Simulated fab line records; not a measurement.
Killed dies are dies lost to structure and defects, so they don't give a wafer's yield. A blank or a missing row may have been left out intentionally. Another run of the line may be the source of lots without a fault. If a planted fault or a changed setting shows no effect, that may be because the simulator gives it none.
A sampling plan put to the test | flow berkeley-cmos170 | 33 faults told of in these records, all on one fab line, each judged by the records of the lots it struck
What counts as the plan is the set of the line's own looks, namely the steps on the route at which a gauge or an inspection reads a wafer and does not change it. A look is open to judgement when struck wafers have a number at it and the file gives its usual mean and standard deviation on fault-free wafers. Caught: a look later than the fault's first step finds the struck wafers' mean 4 or more of those standard deviations (sigma) from the usual mean. On the tool: here the same test is run on the tool's own readings at the fault's steps. If the struck wafers alone have a blank record, or they carry another recipe, that too counts as caught.

## THE FAULTS, as the simulator had put them in
1. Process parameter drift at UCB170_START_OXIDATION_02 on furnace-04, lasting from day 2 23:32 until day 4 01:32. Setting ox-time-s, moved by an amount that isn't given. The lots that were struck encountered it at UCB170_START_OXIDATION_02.
2. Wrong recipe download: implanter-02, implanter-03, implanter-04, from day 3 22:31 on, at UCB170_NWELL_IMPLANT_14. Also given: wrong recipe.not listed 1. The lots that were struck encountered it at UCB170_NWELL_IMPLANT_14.
3. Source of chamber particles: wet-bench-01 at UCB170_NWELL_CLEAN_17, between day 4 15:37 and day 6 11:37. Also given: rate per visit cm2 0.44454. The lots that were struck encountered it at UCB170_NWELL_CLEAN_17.
4. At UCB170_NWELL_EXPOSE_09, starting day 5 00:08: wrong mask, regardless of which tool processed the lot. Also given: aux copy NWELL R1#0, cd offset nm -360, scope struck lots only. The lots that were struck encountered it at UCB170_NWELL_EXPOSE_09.
5. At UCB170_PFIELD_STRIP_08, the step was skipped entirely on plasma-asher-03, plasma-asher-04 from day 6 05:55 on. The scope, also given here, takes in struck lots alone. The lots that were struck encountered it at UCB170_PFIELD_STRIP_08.
6. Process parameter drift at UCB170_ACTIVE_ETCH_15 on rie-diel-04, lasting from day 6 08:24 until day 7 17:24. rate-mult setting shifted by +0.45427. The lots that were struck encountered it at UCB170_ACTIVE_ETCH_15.
7. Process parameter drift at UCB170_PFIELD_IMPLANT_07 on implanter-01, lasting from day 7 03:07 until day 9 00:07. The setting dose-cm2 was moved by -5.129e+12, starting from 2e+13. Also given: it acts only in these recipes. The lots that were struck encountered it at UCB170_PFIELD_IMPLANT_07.
8. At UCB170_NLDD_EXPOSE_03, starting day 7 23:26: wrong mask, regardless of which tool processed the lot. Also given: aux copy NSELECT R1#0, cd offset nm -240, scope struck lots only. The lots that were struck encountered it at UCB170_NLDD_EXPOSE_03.
9. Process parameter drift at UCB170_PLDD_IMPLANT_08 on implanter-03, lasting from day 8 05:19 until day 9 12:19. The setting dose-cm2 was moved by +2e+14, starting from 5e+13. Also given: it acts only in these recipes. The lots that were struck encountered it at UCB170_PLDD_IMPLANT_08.
10. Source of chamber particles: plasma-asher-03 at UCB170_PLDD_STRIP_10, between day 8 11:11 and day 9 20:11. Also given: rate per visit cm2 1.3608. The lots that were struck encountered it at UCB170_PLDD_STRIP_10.
11. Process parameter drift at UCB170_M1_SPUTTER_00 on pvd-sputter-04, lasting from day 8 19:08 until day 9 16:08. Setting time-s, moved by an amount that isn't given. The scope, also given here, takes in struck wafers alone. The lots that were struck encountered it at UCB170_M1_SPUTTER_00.
12. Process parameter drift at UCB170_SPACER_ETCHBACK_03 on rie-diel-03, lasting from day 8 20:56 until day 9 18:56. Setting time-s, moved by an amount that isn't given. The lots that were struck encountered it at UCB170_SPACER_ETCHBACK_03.
13. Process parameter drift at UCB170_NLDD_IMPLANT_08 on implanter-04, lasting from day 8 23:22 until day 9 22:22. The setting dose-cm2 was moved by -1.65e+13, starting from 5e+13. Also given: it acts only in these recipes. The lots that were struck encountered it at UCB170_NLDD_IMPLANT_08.
14. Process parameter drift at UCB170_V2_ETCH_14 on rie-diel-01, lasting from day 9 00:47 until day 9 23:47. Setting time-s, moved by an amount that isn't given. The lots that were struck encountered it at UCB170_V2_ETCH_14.
15. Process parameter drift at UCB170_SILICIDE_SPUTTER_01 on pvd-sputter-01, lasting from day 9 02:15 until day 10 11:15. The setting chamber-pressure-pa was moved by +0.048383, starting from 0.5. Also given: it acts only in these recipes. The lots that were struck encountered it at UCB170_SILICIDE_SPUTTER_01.
16. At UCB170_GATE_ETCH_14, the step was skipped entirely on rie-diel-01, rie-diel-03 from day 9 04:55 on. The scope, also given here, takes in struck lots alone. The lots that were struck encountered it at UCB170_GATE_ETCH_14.
17. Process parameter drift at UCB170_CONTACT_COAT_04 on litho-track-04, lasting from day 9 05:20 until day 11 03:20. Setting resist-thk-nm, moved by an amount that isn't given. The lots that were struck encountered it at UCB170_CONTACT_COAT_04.
18. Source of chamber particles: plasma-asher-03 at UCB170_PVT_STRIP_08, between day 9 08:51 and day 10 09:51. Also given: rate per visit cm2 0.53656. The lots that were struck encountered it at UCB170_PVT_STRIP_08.
19. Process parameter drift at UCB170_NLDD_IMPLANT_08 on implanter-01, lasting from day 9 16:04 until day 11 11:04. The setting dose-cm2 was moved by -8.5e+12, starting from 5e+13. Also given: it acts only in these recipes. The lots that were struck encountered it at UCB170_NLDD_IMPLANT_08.
20. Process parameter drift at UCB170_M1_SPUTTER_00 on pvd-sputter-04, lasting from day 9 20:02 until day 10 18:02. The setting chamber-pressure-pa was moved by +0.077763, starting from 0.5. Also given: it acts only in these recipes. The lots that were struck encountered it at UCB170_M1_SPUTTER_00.
21. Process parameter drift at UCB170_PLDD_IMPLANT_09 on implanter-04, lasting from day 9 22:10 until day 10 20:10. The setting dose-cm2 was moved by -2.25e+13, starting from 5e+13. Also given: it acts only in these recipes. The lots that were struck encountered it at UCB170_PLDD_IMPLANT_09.
22. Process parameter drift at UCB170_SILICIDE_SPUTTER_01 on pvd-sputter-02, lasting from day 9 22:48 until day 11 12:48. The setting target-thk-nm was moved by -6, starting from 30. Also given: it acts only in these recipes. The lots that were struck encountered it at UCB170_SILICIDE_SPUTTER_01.
23. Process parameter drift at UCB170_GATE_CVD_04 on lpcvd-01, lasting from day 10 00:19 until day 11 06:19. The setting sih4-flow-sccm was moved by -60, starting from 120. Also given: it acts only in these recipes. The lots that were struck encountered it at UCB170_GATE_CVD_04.
24. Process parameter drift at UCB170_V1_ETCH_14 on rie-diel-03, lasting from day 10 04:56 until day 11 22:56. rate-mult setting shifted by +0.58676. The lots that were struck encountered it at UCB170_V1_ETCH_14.
25. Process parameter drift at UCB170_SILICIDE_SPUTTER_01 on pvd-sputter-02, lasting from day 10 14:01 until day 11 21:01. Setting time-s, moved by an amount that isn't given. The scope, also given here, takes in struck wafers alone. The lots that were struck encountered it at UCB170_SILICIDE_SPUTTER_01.
26. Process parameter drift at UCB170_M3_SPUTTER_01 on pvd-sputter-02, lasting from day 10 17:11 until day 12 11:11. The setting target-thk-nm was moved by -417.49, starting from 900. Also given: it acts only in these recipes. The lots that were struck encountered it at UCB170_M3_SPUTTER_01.
27. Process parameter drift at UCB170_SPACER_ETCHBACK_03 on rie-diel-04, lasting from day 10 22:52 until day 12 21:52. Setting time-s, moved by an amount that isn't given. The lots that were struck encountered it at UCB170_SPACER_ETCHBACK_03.
28. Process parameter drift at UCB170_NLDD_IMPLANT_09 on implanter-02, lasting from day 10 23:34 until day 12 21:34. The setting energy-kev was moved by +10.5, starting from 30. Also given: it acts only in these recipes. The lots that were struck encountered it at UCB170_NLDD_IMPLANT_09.
29. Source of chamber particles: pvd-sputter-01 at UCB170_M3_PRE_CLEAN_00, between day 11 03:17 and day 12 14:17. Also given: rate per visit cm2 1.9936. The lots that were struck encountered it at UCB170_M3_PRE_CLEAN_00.
30. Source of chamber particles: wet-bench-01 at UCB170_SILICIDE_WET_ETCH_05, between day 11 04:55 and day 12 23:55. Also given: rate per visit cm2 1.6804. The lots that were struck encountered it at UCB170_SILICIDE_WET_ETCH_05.
31. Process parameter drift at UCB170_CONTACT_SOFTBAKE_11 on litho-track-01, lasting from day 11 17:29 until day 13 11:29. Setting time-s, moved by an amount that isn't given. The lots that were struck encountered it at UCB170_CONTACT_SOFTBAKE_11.
32. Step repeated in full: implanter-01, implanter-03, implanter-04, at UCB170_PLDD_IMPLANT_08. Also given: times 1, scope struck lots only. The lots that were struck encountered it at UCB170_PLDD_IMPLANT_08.
33. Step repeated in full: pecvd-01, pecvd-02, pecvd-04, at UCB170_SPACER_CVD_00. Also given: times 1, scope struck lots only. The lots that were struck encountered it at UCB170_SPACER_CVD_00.

## WHAT THE PLAN SAW
fault | on the tool itself                               | first look that catches it                      | reading, sigma                                                | median hours from its first step to that look | hours from the fault's start to the first struck lot there | judged looks passed uncaught
1     | no reading that can be judged                    | UCB170_START_THK_MEAS_03                        | START_OXIDE_THK +7.2                                          | 1.5                                           | 13                                                         | 0
2     | no reading that can be judged                    | UCB170_NWELL_TW_MEAS_16                         | NWELL_TW -43                                                  | 0.2                                           | 0                                                          | 0
3     | no reading that can be judged                    | none of the 3 looks that can be judged after it | -                                                             | -                                             | -                                                          | 3
4     | no reading that can be judged                    | not the one look that can be judged after it    | -                                                             | -                                             | -                                                          | 1
5     | the tool's record is blank for the struck wafers | no look after it can be judged                  | -                                                             | -                                             | -                                                          | 0
6     | under 2 sigma                                    | no look after it can be judged                  | -                                                             | -                                             | -                                                          | 0
7     | dose-ions-cm2 -99 or beyond sigma                | UCB170_PFIELD_TW_MEAS_09                        | PFIELD_TW -7.3                                                | 0.2                                           | 6                                                          | 0
8     | under 2 sigma                                    | UCB170_NLDD_CD_MEAS_06                          | cd-nm -99 or beyond                                           | 0.8                                           | 6                                                          | 0
9     | dose-ions-cm2 +99 or beyond sigma                | UCB170_PLDD_TW_MEAS_11                          | PLDD_TW +49                                                   | 0.4                                           | 13                                                         | 0
10    | under 2 sigma                                    | none of the 2 looks that can be judged after it | -                                                             | -                                             | -                                                          | 2
11    | under 2 sigma                                    | UCB170_M1_RS_MEAS_01                            | M1_AL_RS +52                                                  | 0.1                                           | 7                                                          | 0
12    | run-length-s +35 sigma                           | no look after it can be judged                  | -                                                             | -                                             | -                                                          | 0
13    | dose-ions-cm2 -99 or beyond sigma                | UCB170_NLDD_TW_MEAS_11                          | NLDD_TW -7.3                                                  | 0.4                                           | 4                                                          | 0
14    | run-length-s -98 sigma                           | no look after it can be judged                  | -                                                             | -                                             | -                                                          | 0
15    | chamber-pressure-pa +53 sigma                    | not the one look that can be judged after it    | strongest: SILICIDE_TI_RS at UCB170_SILICIDE_RS_MEAS_02, +2.2 | -                                             | -                                                          | 1
16    | the tool's record is blank for the struck wafers | no look after it can be judged                  | -                                                             | -                                             | -                                                          | 0
17    | no reading that can be judged                    | none of the 3 looks that can be judged after it | -                                                             | -                                             | -                                                          | 3
18    | under 2 sigma                                    | none of the 3 looks that can be judged after it | -                                                             | -                                             | -                                                          | 3
19    | dose-ions-cm2 -99 or beyond sigma                | UCB170_SDANNEAL_RS_MEAS_05                      | NLDD_RS +22                                                   | 14.7                                          | 24                                                         | 1
20    | chamber-pressure-pa +78 sigma                    | none of the 2 looks that can be judged after it | strongest: M1_AL_THK at UCB170_M1_THK_MEAS_02, -2.9           | -                                             | -                                                          | 2
21    | dose-ions-cm2 -99 or beyond sigma                | UCB170_PLDD_TW_MEAS_11                          | PLDD_TW -8.1                                                  | 0.2                                           | 15                                                         | 0
22    | under 2 sigma                                    | UCB170_SILICIDE_RS_MEAS_02                      | SILICIDE_TI_RS +23                                            | 0.0                                           | 1                                                          | 0
23    | sih4-flow-sccm -99 or beyond sigma               | UCB170_GATE_THK_MEAS_05                         | GATE_POLY_THK -63                                             | 1.4                                           | 10                                                         | 0
24    | under 2 sigma                                    | not the one look that can be judged after it    | strongest: cd-nm at UCB170_V1_CD_MEAS_90, +3.7                | -                                             | -                                                          | 1
25    | under 2 sigma                                    | UCB170_SILICIDE_RS_MEAS_02                      | SILICIDE_TI_RS -9.1                                           | 0.1                                           | 15                                                         | 0
26    | under 2 sigma                                    | UCB170_M3_RS_MEAS_02                            | M3_AL_RS +96                                                  | 0.1                                           | 3                                                          | 0
27    | run-length-s -31 sigma                           | no look after it can be judged                  | -                                                             | -                                             | -                                                          | 0
28    | beam-energy-keV +99 or beyond sigma              | UCB170_NLDD_TW_MEAS_11                          | NLDD_TW +6.2                                                  | 0.2                                           | 8                                                          | 0
29    | no reading that can be judged                    | no look after it can be judged                  | -                                                             | -                                             | -                                                          | 0
30    | under 2 sigma                                    | none of the 2 looks that can be judged after it | -                                                             | -                                             | -                                                          | 2
31    | under 2 sigma                                    | none of the 2 looks that can be judged after it | strongest: cd-nm at UCB170_CONTACT_CD_MEAS_15, +2.7           | -                                             | -                                                          | 2
32    | under 2 sigma                                    | UCB170_PLDD_TW_MEAS_11                          | PLDD_TW +15                                                   | 0.7                                           | -                                                          | 0
33    | under 2 sigma                                    | UCB170_SPACER_THK_MEAS_01                       | SPACER_TEOS_THK +70                                           | 0.3                                           | -                                                          | 0
A dash: the fault isn't caught, or these records don't give the number.

Caught at a look: 16 of 33. Caught on the tool: 14 of 33. By one or the other: 23 of 33.
Faults caught by the tool alone: 5, 12, 14, 15, 16, 20, 27.
Caught at a look alone: faults 1, 2, 8, 11, 22, 25, 26, 32, 33.
Caught by neither: faults 3, 4, 6, 10, 17, 18, 24, 29, 30, 31.

## THINNER SAMPLING
If the look that catches a fault measured only every second or every third lot, by lot number, the first struck lot would be measured this late in the worst case:
fault | struck lots at that look, in order of time | every lot | every second lot | every third lot
1     | L617, L618                                 | 13 h      | 18 h             | may miss all 2
2     | L551, L552, L553, L554                     | 0 h       | 0 h              | 8 h
7     | L304, L305                                 | 6 h       | 6 h              | may miss all 2
8     | L586                                       | 6 h       | may miss it      | may miss it
9     | L856, L859                                 | 13 h      | 25 h             | may miss all 2
11    | L205, L207                                 | 7 h       | may miss all 2   | may miss all 2
13    | L121, L123                                 | 4 h       | may miss all 2   | may miss all 2
19    | L998, L103                                 | 24 h      | 52 h             | may miss all 2
21    | L538, L539                                 | 15 h      | 16 h             | may miss all 2
22    | L309, L313                                 | 1 h       | may miss all 2   | may miss all 2
23    | L276, L277, L278                           | 10 h      | 10 h             | 10 h
25    | L228, L231                                 | 15 h      | 30 h             | may miss all 2
26    | L815, L819                                 | 3 h       | may miss all 2   | may miss all 2
28    | L905, L911                                 | 8 h       | may miss all 2   | may miss all 2
Hours are from the fault's start to the first struck lot that is measured. Since the struck wafers were tested as one group against 4 sigma, a single lot by itself may lie under the limit. Other struck lots may not be in these records.

## THE LONGEST TIMED WAY FROM STEP TO LOOK
For fault 19, UCB170_NLDD_IMPLANT_08 and UCB170_SDANNEAL_RS_MEAS_05 are separated by a median of 14.7 hours. The look between them that can be judged stayed within 4 sigma: UCB170_NLDD_TW_MEAS_11.
